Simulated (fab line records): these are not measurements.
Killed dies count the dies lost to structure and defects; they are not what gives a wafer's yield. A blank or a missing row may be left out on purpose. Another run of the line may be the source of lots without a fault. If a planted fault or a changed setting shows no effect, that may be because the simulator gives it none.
Which tool was responsible?    flow berkeley_cmos170    14 lots, 42 wafers sampled, at 1 step of a route of 331

## WHAT THE GAUGES READ, wafer by wafer
Not one reading of a measure or inspect step in the record can be checked against a usual standard deviation.

## WHAT TOOL EACH LOT RAN ON (gives the tool, then ch and the chambers of the sampled wafers, and finally the start)
lot   UCB170_V1_DEVELOP_11
L703  litho_track-04 ch 0, day 8 03:00
L704  litho_track-01 ch 0, day 8 16:00
L707  litho_track-01 ch 0, day 9 07:00
L706  litho_track-04 ch 0, day 9 14:00
L710  litho_track-01 ch 0, day 9 22:00
L709  litho_track-01 ch 0, day 9 22:00
L711  litho_track-02 ch 0, day 9 23:00
L716  litho_track-01 ch 0, day 11 04:00
L714  litho_track-02 ch 0, day 11 05:00
L718  litho_track-02 ch 0, day 11 18:00
L721  litho_track-02 ch 0, day 12 08:00
L723  litho_track-04 ch 0, day 12 20:00
L724  litho_track-04 ch 0, day 13 02:00
L726  litho_track-04 ch 0, day 13 16:00
- UCB170_V1_DEVELOP_11: develop time 45 s.

## AS READ BY THE TOOLS THEMSELVES (means over the sampled wafers that have a number; for cases with no such wafer, the mark the record gives instead)
UCB170_V1_DEVELOP_11. Usual: developer_temp_C reads 21.01 C (standard deviation 0.1).
lot   tool            developer_temp_C (C)  flag
L703  litho_track-04  21.01                 
L704  litho_track-01  21.06                 
L707  litho_track-01  20.92                 
L706  litho_track-04  21.01                 
L710  litho_track-01  21.09                 
L709  litho_track-01  21.00                 
L711  litho_track-02  20.78                 
L716  litho_track-01  21.00                 
L714  litho_track-02  21.14                 
L718  litho_track-02  20.24                 OFF
L721  litho_track-02  20.16                 OFF
L723  litho_track-04  21.04                 
L724  litho_track-04  20.97                 
L726  litho_track-04  20.95                 

## THE ANSWER, worked out from the rows above alone
Rule: a lot is off if the mean of its wafers that have a number lies more than 3 standard deviations from the usual mean. Also off: a lot with no number at a reading for which 4 or more lots have one. Any other lot the step has rows for is counted as sound. The gauges are gone through in route order, then the tools' own readings, and for those a lot's mean is taken as printed above. At the first step where some lot is off, the reading lying furthest off is the one used; lots without a number count as furthest.
Off at UCB170_V1_DEVELOP_11 (developer_temp_C): L718, L721.
If a tool, at that step or one of the process steps before it, ran each lot that is off and ran no sound lot following the first of them, it fits. One candidate fits, namely litho_track-02 at UCB170_V1_DEVELOP_11. A fault onset in the window from L714 (day 11 05:00, its last sound lot) to L718 (day 11 18:00, its first lot off) fits.
The tool's own readings at UCB170_V1_DEVELOP_11 bear it out: on the lots that are off they differ by more than 5 times the standard deviation of the sound lots' means. developer_temp_C reads 20.20 C there against 21.00 C on the sound lots.

## WHAT HAD BEEN PUT IN BY THE SIMULATOR
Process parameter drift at UCB170_V1_DEVELOP_11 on litho_track-02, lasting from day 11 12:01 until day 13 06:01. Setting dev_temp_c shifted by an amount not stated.
Lots struck among those shown: L718, L721. Same finding as the rule above.
